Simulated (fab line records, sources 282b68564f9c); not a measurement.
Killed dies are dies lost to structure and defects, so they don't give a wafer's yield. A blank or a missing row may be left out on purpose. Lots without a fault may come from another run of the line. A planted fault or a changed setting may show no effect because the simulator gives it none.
A struck lot beside a sound one | flow rit_cmos | 26 steps out of a route of 202
Sound: wafers L299.3, L299.4, L299.6. Struck: wafers L307.2, L307.5, L307.6. The cause comes at the end.
At each step with rows: each side's tool, then ch and its chambers, then its first start. Under that, the readings that differ: sound wafers | struck wafers | difference of the means | sigmas: that difference in standard deviations of wafers without a fault.
alike: readings whose means differ by less than 2 such deviations, and words and numbers that are the same on both sides. not compared: withheld readings, readings that some wafer has no value for, bounds like >300 that may hide the same value, and numbers for which the record gives no deviation and whose values overlap.
The two part at a step that has a row with sigmas, a row that says differs or no value, or rows on one side only. Numbers that don't overlap but have no deviation are shown without sigmas and don't part them. A reading that every wafer of one side lacks parts them only if that side has two wafers or more.

first, 1 step without rows for these wafers: RIT_SPACER_CVD_03 (deposits Si3N4 from SiH2Cl2/NH3, target thk 250 nm, time 3300 s).
RIT_SPACER_THK_MEAS_04:
  sound on film_metro-03, day 3 18:25; struck on film_metro-02, day 5 22:07
  alike: SPACER_NITRIDE_THK
RIT_SPACER_ETCHBACK_05: etches Si3N4 in SF6/CHF3, stops on SiO2, target depth 250 nm, time 240 s.
  sound on rie_diel-03 ch 1,3, day 3 18:27; struck on rie_diel-03 ch 0,3, day 5 22:10
  alike: SF6_flow_sccm, chamber_pressure_mTorr, drypump_motor_current_A, oes_product_au, throttle_valve_pct
  not compared: rf_hours_counter_h
then, 6 steps without rows for these wafers: RIT_NSD_HMDS_00 (prime time 60 s); RIT_NSD_COAT_01 (resist thk 1000 nm); RIT_NSD_SOFTBAKE_02 (time 60 s); RIT_NSD_EXPOSE_03 (exposes mask M9, target cd 40700 nm); RIT_NSD_PEB_04; RIT_NSD_DEVELOP_05 (develop time 50 s).
RIT_NSD_OVL_MEAS_06:
  sound on overlay-01, day 3 19:35; struck on overlay-01, day 5 23:11
  alike: NSD_OVL
then, 2 steps without rows for these wafers: RIT_NSD_HARDBAKE_07 (time 60 s); RIT_NSD_IMPLANT_08.
RIT_NSD_STRIP_09: strips in O2, time 180 s.
  sound on plasma_asher-01 ch 0,1, day 3 19:58; struck on plasma_asher-02 ch 0,1, day 5 23:31
  no value came back on the struck wafers for chamber_pressure_mTorr (mTorr), drypump_motor_current_A (A); on the sound wafers chamber_pressure_mTorr (mTorr) reads 4001 3996 3997
  reading                                  | sound | struck            | difference | sigmas
  model.NOVOLAK_of_NSD_COAT_01.thk_nm (nm) | 0 0 0 | 887.1 886.7 886.9 | +886.9     |
  not compared: rf_hours_counter_h
RIT_NSD_TW_MEAS_10:
  sound on film_metro-02, day 3 20:07; struck on film_metro-04, day 5 23:42
  alike: NSD_TW
then, 6 steps without rows for these wafers: RIT_PSD_HMDS_00 (prime time 60 s); RIT_PSD_COAT_01 (resist thk 1000 nm); RIT_PSD_SOFTBAKE_02 (time 60 s); RIT_PSD_EXPOSE_03 (exposes mask M10, target cd 40900 nm); RIT_PSD_PEB_04; RIT_PSD_DEVELOP_05 (develop time 50 s).
RIT_PSD_OVL_MEAS_06:
  sound on overlay-01, day 3 21:08; struck on overlay-02, day 6 00:36
  alike: PSD_OVL
then, 2 steps without rows for these wafers: RIT_PSD_HARDBAKE_07 (time 60 s); RIT_PSD_IMPLANT_08.
RIT_PSD_STRIP_09: strips in O2, time 180 s.
  sound on plasma_asher-02 ch 0,1, day 3 21:31; struck on plasma_asher-02 ch 0,1, day 6 01:04
  alike: chamber_pressure_mTorr, drypump_motor_current_A
  not compared: rf_hours_counter_h
RIT_PSD_TW_MEAS_10:
  sound on film_metro-04, day 3 21:39; struck on film_metro-01, day 6 01:16
  reading | sound          | struck   | difference | sigmas
  PSD_TW  | 3461 3463 3444 | 30 30 30 | -3426      | -99 or more
then, 1 step without rows for these wafers: RIT_SDANNEAL_CLEAN_00 (cleans in SC1, time 600 s).

WHERE THEY PART
First at RIT_NSD_STRIP_09; last, within this record, at RIT_PSD_TW_MEAS_10.

WHY: what the simulator had put in
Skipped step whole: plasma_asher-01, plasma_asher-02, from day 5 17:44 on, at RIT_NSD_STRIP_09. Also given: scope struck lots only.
